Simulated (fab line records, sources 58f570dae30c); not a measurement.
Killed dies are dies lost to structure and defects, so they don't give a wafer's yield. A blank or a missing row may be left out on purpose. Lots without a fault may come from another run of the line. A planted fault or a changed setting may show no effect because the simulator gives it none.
Which tool did it? | flow berkeley_cmos170 | 15 lots, 45 wafers sampled, at 6 steps of a route of 331

WHAT THE GAUGES READ, wafer by wafer
UCB170_PLDD_CD_MEAS_06: target cd 1200 nm. Usual: cd_nm 1200.3 nm, standard deviation 1.3.
lot  | measured     | on        | cd_nm (nm)           | flag
L151 | day 6 05:23  | cd_sem-02 | 1200.5 1199.9 1198.7 |
L152 | day 6 06:02  | cd_sem-02 | 1199.5 1199.9 1199.2 |
L150 | day 6 06:08  | cd_sem-02 | 1197.4 1198.2 1197.7 |
L153 | day 7 07:30  | cd_sem-02 | 1201.0 1199.7 1199.8 |
L155 | day 7 07:37  | cd_sem-02 | 1200.8 1201.2 1200.9 |
L156 | day 7 07:54  | cd_sem-01 | 1200.6 1201.5 1200.0 |
L158 | day 8 04:05  | cd_sem-02 | 1200.1 1199.0 1199.3 |
L157 | day 8 04:25  | cd_sem-02 | 1199.9 1199.4 1199.5 |
L166 | day 9 18:56  | cd_sem-02 | 1200.9 1201.1 1199.2 |
L168 | day 9 19:13  | cd_sem-01 | 1198.4 1198.5 1198.9 |
L167 | day 9 19:28  | cd_sem-01 | 1198.0 1198.2 1197.3 |
L165 | day 9 19:43  | cd_sem-01 | 1199.8 1199.6 1199.7 |
L169 | day 10 10:22 | cd_sem-01 | 1202.1 1202.5 1203.8 |
L170 | day 10 10:44 | cd_sem-01 | 1200.3 1202.2 1201.6 |
L172 | day 10 11:08 | cd_sem-02 | 1202.9 1200.7 1200.7 |

UCB170_M1_RS_MEAS_01: measures by four-point-probe. Usual: M1_AL_RS 0.0488 ohm/sq, standard deviation 0.0005.
lot  | measured     | on            | M1_AL_RS (ohm/sq)    | flag
L151 | day 7 00:36  | film_metro-03 | 0.0496 0.0479 0.0489 |
L152 | day 7 00:02  | film_metro-01 | 0.0494 0.0496 0.0492 |
L150 | day 7 00:52  | film_metro-03 | 0.0481 0.0482 0.0483 |
L153 | day 8 03:07  | film_metro-02 | 0.0493 0.0487 0.0489 |
L155 | day 8 03:55  | film_metro-02 | 0.0490 0.0489 0.0492 |
L156 | day 8 03:54  | film_metro-03 | 0.0240 0.0238 0.0239 | OFF
L158 | day 8 22:44  | film_metro-02 | 0.0242 0.0240 0.0239 | OFF
L157 | day 8 23:13  | film_metro-03 | 0.0244 0.0244 0.0242 | OFF
L166 | day 10 20:22 | film_metro-01 | 0.0489 0.0492 0.0494 |
L168 | day 10 17:42 | film_metro-01 | 0.0488 0.0496 0.0497 |
L167 | day 10 17:42 | film_metro-02 | 0.0496 0.0488 0.0489 |
L165 | day 10 20:37 | film_metro-01 | 0.0495 0.0490 0.0489 |
L169 | day 11 11:49 | film_metro-02 | 0.0478 0.0481 0.0484 |
L170 | day 11 11:41 | film_metro-03 | 0.0483 0.0486 0.0487 |
L172 | day 11 10:09 | film_metro-01 | 0.0492 0.0488 0.0486 |

UCB170_M1_THK_MEAS_02: measures by xrf. Usual: M1_AL_THK 601 nm, standard deviation 7.2.
lot  | measured     | on            | M1_AL_THK (nm) | flag
L151 | day 7 00:42  | film_metro-03 | 592 613 599    |
L152 | day 7 00:09  | film_metro-01 | 594 592 599    |
L150 | day 7 00:59  | film_metro-03 | 612 613 612    |
L153 | day 8 03:14  | film_metro-02 | 594 604 600    |
L155 | day 8 04:02  | film_metro-02 | 595 598 590    |
L156 | day 8 04:01  | film_metro-03 | 1221 1230 1227 | OFF
L158 | day 8 22:52  | film_metro-02 | 1203 1209 1207 | OFF
L157 | day 8 23:18  | film_metro-03 | 1198 1198 1215 | OFF
L166 | day 10 20:28 | film_metro-01 | 599 597 592    |
L168 | day 10 17:49 | film_metro-01 | 598 592 588    |
L167 | day 10 17:49 | film_metro-02 | 591 597 596    |
L165 | day 10 20:44 | film_metro-01 | 592 598 603    |
L169 | day 11 11:55 | film_metro-02 | 606 606 602    |
L170 | day 11 11:48 | film_metro-03 | 608 606 604    |
L172 | day 11 10:16 | film_metro-01 | 588 596 599    |

WHICH TOOL RAN EACH LOT (tool, then ch and the chambers of the sampled wafers, then the start)
lot  | UCB170_NLDD_STRIP_10                 | UCB170_CONTACT_ETCH_17             | UCB170_M1_SPUTTER_00
L151 | plasma_asher-04 ch 0,1, day 6 07:42  | rie_diel-01 ch 1,2,3, day 6 23:56  | pvd_sputter-01, day 7 00:29
L152 | plasma_asher-01 ch 0, day 6 08:14    | rie_diel-04 ch 0,3, day 6 23:23    | pvd_sputter-04, day 6 23:57
L150 | plasma_asher-04 ch 0,1, day 6 08:50  | rie_diel-04 ch 0,1,3, day 7 00:15  | pvd_sputter-04, day 7 00:49
L153 | plasma_asher-01 ch 0,1, day 7 09:37  | rie_diel-04 ch 0,1,2, day 8 02:29  | pvd_sputter-03, day 8 03:04
L155 | plasma_asher-03 ch 0,1, day 7 09:51  | rie_diel-01 ch 0,2,3, day 8 03:17  | pvd_sputter-03, day 8 03:51
L156 | plasma_asher-01 ch 0,1, day 7 10:20  | rie_diel-04 ch 1,2,3, day 8 03:01  | pvd_sputter-04, day 8 03:35
L158 | plasma_asher-04 ch 0,1, day 8 06:19  | rie_diel-04 ch 1,2,3, day 8 21:51  | pvd_sputter-04, day 8 22:28
L157 | plasma_asher-01 ch 0,1, day 8 06:29  | rie_diel-01 ch 0,1,3, day 8 22:16  | pvd_sputter-01, day 8 22:52
L166 | plasma_asher-01 ch 0,1, day 9 21:33  | rie_diel-03 ch 1,2,3, day 10 19:43 | pvd_sputter-03, day 10 20:17
L168 | plasma_asher-03 ch 0,1, day 9 21:49  | rie_diel-01 ch 0,2,3, day 10 16:38 | pvd_sputter-01, day 10 17:37
L167 | plasma_asher-01 ch 0, day 9 21:55    | rie_diel-01 ch 0,2, day 10 15:06   | pvd_sputter-04, day 10 17:37
L165 | plasma_asher-03 ch 0,1, day 9 22:09  | rie_diel-01 ch 1,2,3, day 10 19:59 | pvd_sputter-04, day 10 20:34
L169 | plasma_asher-03 ch 0,1, day 10 15:53 | rie_diel-04 ch 0,2,3, day 11 11:10 | pvd_sputter-03, day 11 11:44
L170 | plasma_asher-01 ch 1, day 10 15:57   | rie_diel-01 ch 2,3, day 11 11:02   | pvd_sputter-01, day 11 11:37
L172 | plasma_asher-01 ch 0,1, day 10 15:40 | rie_diel-03 ch 0,1,3, day 11 09:31 | pvd_sputter-04, day 11 10:05
- UCB170_NLDD_STRIP_10: strips in O2.
- UCB170_CONTACT_ETCH_17: etches BARC in N2/H2.
- UCB170_M1_SPUTTER_00: material Al, target thk 600 nm, time 80 s.

WHAT THE TOOLS THEMSELVES READ (means of the sampled wafers that have a number; where no wafer has one, the mark that the record gives instead)
UCB170_NLDD_STRIP_10. Usual: drypump_motor_current_A 5.8 A, standard deviation 0.62; oes_product_au 0.735 a.u., standard deviation 0.0046; strip_time_to_endpoint_s 21.62 s, standard deviation 0.068.
lot  | tool            | drypump_motor_current_A (A) | oes_product_au (a.u.) | strip_time_to_endpoint_s (s) | flag
L151 | plasma_asher-04 | 6.1                         | 0.732                 | 21.64                        |
L152 | plasma_asher-01 | 5.4                         | 0.733                 | 21.67                        |
L150 | plasma_asher-04 | 5.8                         | 0.734                 | 21.65                        |
L153 | plasma_asher-01 | 6.3                         | 0.737                 | 21.69                        |
L155 | plasma_asher-03 | 5.3                         | 0.736                 | 21.60                        |
L156 | plasma_asher-01 | 5.9                         | 0.733                 | 21.72                        |
L158 | plasma_asher-04 | 6.1                         | 0.733                 | 21.58                        |
L157 | plasma_asher-01 | 5.9                         | 0.732                 | 21.53                        |
L166 | plasma_asher-01 | 6.3                         | 0.738                 | 21.65                        |
L168 | plasma_asher-03 | 5.3                         | 0.736                 | 21.56                        |
L167 | plasma_asher-01 | 5.4                         | 0.731                 | 21.55                        |
L165 | plasma_asher-03 | 5.3                         | 0.738                 | 21.66                        |
L169 | plasma_asher-03 | 5.5                         | 0.735                 | 21.59                        |
L170 | plasma_asher-01 | 6.8                         | 0.735                 | 21.69                        |
L172 | plasma_asher-01 | 5.9                         | 0.734                 | 21.63                        |

UCB170_CONTACT_ETCH_17. Usual: drypump_motor_current_A 5.9 A, standard deviation 0.43; oes_product_au 0.994 a.u., standard deviation 0.015; throttle_valve_pct 13.30 %, standard deviation 0.16.
lot  | tool        | drypump_motor_current_A (A) | oes_product_au (a.u.) | throttle_valve_pct (%) | flag
L151 | rie_diel-01 | 5.9                         | 0.990                 | 13.34                  |
L152 | rie_diel-04 | 6.0                         | 0.988                 | 13.44                  |
L150 | rie_diel-04 | 6.0                         | 0.998                 | 13.34                  |
L153 | rie_diel-04 | 5.6                         | 0.998                 | 13.32                  |
L155 | rie_diel-01 | 6.0                         | 0.995                 | 13.24                  |
L156 | rie_diel-04 | 5.9                         | 1.002                 | 13.19                  |
L158 | rie_diel-04 | 5.9                         | 0.995                 | 13.17                  |
L157 | rie_diel-01 | 6.2                         | 1.001                 | 13.30                  |
L166 | rie_diel-03 | 5.7                         | 0.986                 | 13.28                  |
L168 | rie_diel-01 | 6.0                         | 0.990                 | 13.22                  |
L167 | rie_diel-01 | 5.7                         | 0.984                 | 13.29                  |
L165 | rie_diel-01 | 5.9                         | 0.998                 | 13.32                  |
L169 | rie_diel-04 | 5.8                         | 0.993                 | 13.28                  |
L170 | rie_diel-01 | 5.7                         | 0.988                 | 13.24                  |
L172 | rie_diel-03 | 5.8                         | 0.991                 | 13.27                  |

UCB170_M1_SPUTTER_00. Usual: throttle_valve_pct 29.8 %, standard deviation 1.6.
lot  | tool           | throttle_valve_pct (%) | flag
L151 | pvd_sputter-01 | 29.6                   |
L152 | pvd_sputter-04 | 30.2                   |
L150 | pvd_sputter-04 | 31.7                   |
L153 | pvd_sputter-03 | 30.6                   |
L155 | pvd_sputter-03 | 28.6                   |
L156 | pvd_sputter-04 | 29.3                   |
L158 | pvd_sputter-04 | 29.3                   |
L157 | pvd_sputter-01 | 29.3                   |
L166 | pvd_sputter-03 | 29.9                   |
L168 | pvd_sputter-01 | 29.8                   |
L167 | pvd_sputter-04 | 30.2                   |
L165 | pvd_sputter-04 | 29.3                   |
L169 | pvd_sputter-03 | 29.1                   |
L170 | pvd_sputter-01 | 29.1                   |
L172 | pvd_sputter-04 | 28.5                   |

THE ANSWER, worked out from the rows above alone
Rule: a lot is off if the mean of its wafers that have a number lies more than 3 standard deviations from the usual mean. A lot without any number at a reading at which 4 lots or more have one is off too. The other lots that the step has rows for count as sound. The gauges are gone through in route order, then the tools' own readings, and for those a lot's mean is taken as printed above. The first step at which some lot is off is used, and at that step the reading that is off furthest; a lot without a number counts as furthest.
Off: L156, L158, L157, at UCB170_M1_RS_MEAS_01 (M1_AL_RS).
A tool fits if, at a process step before that reading, it ran every lot that is off, and no sound lot after the first of them. The gauges at UCB170_M1_RS_MEAS_01 are tried like those tools. None of those tried fits.

WHAT THE SIMULATOR HAD PUT IN
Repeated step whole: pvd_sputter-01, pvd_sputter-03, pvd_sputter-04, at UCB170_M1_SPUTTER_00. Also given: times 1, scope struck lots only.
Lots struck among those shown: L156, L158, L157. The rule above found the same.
